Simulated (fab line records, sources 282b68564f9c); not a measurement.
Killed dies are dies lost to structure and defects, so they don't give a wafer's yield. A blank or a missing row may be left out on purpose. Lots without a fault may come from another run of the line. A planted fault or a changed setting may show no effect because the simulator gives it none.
Problem report in the 8D (eight disciplines) form, filled by code | flow rit_cmos | the parts of the form that need people (team, actions taken, sign-off) are left out

1. THE PROBLEM
REOX_OXIDE_THK at RIT_REOX_THK_MEAS_04 reads a mean of 30.6 nm on 6 wafers of 2 lots; wafers without a fault read 24.9 nm with a standard deviation of 0.51. That is +11 standard deviations from the usual mean.
First seen on wafer L468.1, day 6 21:10, on film_metro-04. The record holds 42 wafers of 14 lots with a number at this step. Rule for "out", or "out of limits": more than 4 standard deviations from the usual mean. The other wafers with a number count as sound.

2. WHAT IT IS AND WHAT IT IS NOT
question                    | is                           | is not
which readings at this step | REOX_OXIDE_THK               | -
which lots                  | L468, L469                   | L450, L451, L452, L453, L455, L456, L457, L458, L460, L462, L470, L472
which wafers of those lots  | all that have a number       | -
read on which gauges        | film_metro-01, film_metro-04 | film_metro-03
when                        | from day 6 21:10             | up to then (30 sound wafers); but 6 sound wafers of L470, L472 came after

3. SUSPECTS, AND WHAT RULES EACH OUT
Counting: a tool at a process step up to the reading stays a suspect if it ran every lot that is out and no sound lot after the first of them.
- the gauge at RIT_REOX_THK_MEAS_04: ruled out. The wafers that are out were read on 2 gauges (film_metro-01, film_metro-04).
- furnace-03 at RIT_REOX_OXIDATION_03 (target thk 25.2 nm, ox time 5580 s): kept. It ran every lot that is out, first L468 (day 6 18:37), and no sound lot after that; its last sound lot up to then is L462 (day 5 04:37). Its own readings are out on those wafers: spike_tc_centre_C, spike_tc_load_C, spike_tc_source_C, tube_center_temp_C, tube_center_temp_C_max.
Left after counting: furnace-03 at RIT_REOX_OXIDATION_03.

4. THE CAUSE (what the simulator had put in)
Process parameter drift: furnace-03, from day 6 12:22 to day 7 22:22, at RIT_REOX_OXIDATION_03. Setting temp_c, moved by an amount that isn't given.
Counting left only this tool.

5. THE CHAIN OF EFFECTS, in route order
Each row: a reading whose mean over the struck wafers that have a number lies more than 3 standard deviations from the usual. Only readings for which the record gives a usual standard deviation are gone through. hours: the time from each lot's start at the first step in this table that gives one to its start at this step, as a median over the lots. sigmas: the change in usual standard deviations.
hours | step                  | reading                | usual   | on struck wafers | change | sigmas
0     | RIT_REOX_OXIDATION_03 | spike_tc_centre_C      | 903.2 C | 923.7            | +20.5  | +19
0     | RIT_REOX_OXIDATION_03 | spike_tc_load_C        | 922.9 C | 943.2            | +20.3  | +14
0     | RIT_REOX_OXIDATION_03 | spike_tc_source_C      | 924.7 C | 943.3            | +18.6  | +10
0     | RIT_REOX_OXIDATION_03 | tube_center_temp_C     | 900 C   | 920              | +20    | +99 or more
0     | RIT_REOX_OXIDATION_03 | tube_center_temp_C_max | 902.3   | 922.5            | +20.2  | +53
3     | RIT_REOX_THK_MEAS_04  | REOX_OXIDE_THK         | 24.9 nm | 30.6             | +5.7   | +11
The process steps in it:
- RIT_REOX_OXIDATION_03: target thk 25.2 nm, ox time 5580 s.

6. WHAT WOULD HAVE CAUGHT IT SOONER
In this record the first reading out of limits at a measuring or inspecting step was taken at day 6 21:10, 9 hours after the fault began at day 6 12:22.
The tool's own readings at RIT_REOX_OXIDATION_03 were out on every struck wafer that the step has a row for (spike_tc_centre_C, spike_tc_load_C, spike_tc_source_C, tube_center_temp_C, tube_center_temp_C_max): an alarm limit on them would have fired on the first of those.
All the lots that are out (2) had begun RIT_REOX_OXIDATION_03 on furnace-03 by day 6 21:10. A hold on the tool at that time would have spared none of them.
